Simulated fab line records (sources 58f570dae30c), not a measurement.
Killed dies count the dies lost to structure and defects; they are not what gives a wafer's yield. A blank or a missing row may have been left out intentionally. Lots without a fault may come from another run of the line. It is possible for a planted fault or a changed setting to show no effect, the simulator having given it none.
Matching of chambers + flow berkeley-cmos170 + pecvd-04 running UCB170_V1_CVD_00: 3 sister chambers
The step deposits SiO2 from TEOS/O2, target thk 2000 nm, time 250 s. 14 wafers are shown with their chamber, then 7 later ones without.

## WAFERS, EACH WITH ITS CHAMBER
| wafer  | chamber | heater-power-w (W) | rf-fwd-power-W (W) |
|--------|---------|--------------------|--------------------|
| L645.1 | 0       | 267                | 547.3              |
| L645.4 | 1       | 185                | 547.7              |
| L645.6 | 0       | 344                | 549.7              |
| L648.3 | 2       | 351                | 549.0              |
| L648.5 | 2       | 259                | 547.7              |
| L648.6 | 1       | 184                | 550.5              |
| L649.1 | 0       | 284                | 546.9              |
| L649.4 | 0       | 344                | 545.4              |
| L649.6 | 2       | 257                | 551.3              |
| L652.2 | 0       | 303                | 550.3              |
| L652.3 | 1       | 126                | 550.3              |
| L652.6 | 1       | 170                | 547.7              |
| L658.2 | 2       | 353                | 546.7              |
| L658.3 | 1       | 125                | 550.5              |

SIGNATURES (averages over the wafers above)
| reading        | chamber 0 | chamber 1 | chamber 2 | scatter within a chamber |
|----------------|-----------|-----------|-----------|--------------------------|
| heater-power-w | 308.40    | 158.00    | 305.00    | 39.7                     |
| rf-fwd-power-W | 547.920   | 549.340   | 548.675   | 1.85                     |
Rule: for a wafer and a chamber, the distance is found by dividing, reading by reading, the gap between the wafer's reading and the chamber's mean by the reading's scatter, squaring, summing and taking the root. If the next closest chamber is less than 2 further off than the closest, the wafer can't be placed; otherwise it belongs to the closest. How the scatter is found: for the shown wafers, subtract from each reading the mean of its chamber, square and add these, divide the total by (wafers less chambers), then take the root.

## WAFERS WITH NO CHAMBER GIVEN
| wafer  | heater-power-w (W) | rf-fwd-power-W (W) |
|--------|--------------------|--------------------|
| L658.4 | 260                | 545.7              |
| L661.3 | 188                | 547.1              |
| L661.4 | 118                | 549.0              |
| L661.5 | 240                | 546.5              |
| L662.1 | 173                | 548.9              |
| L662.2 | 302                | 545.0              |
| L662.4 | 256                | 546.8              |

## EACH ONE'S CHAMBER
| wafer  | from the rows above          | in truth |
|--------|------------------------------|----------|
| L658.4 | can't be placed: 0 or 2 or 1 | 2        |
| L661.3 | can't be placed: 1 or 0 or 2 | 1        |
| L661.4 | 1                            | 1        |
| L661.5 | can't be placed: 0 or 2 or 1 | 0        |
| L662.1 | 1                            | 1        |
| L662.2 | can't be placed: 0 or 2      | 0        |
| L662.4 | can't be placed: 0 or 2 or 1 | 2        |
Correct placement for 2 of the 7. From these rows, 5 cannot be placed; in 5 the true chamber is one of the candidates. Wrongly placed: 0.
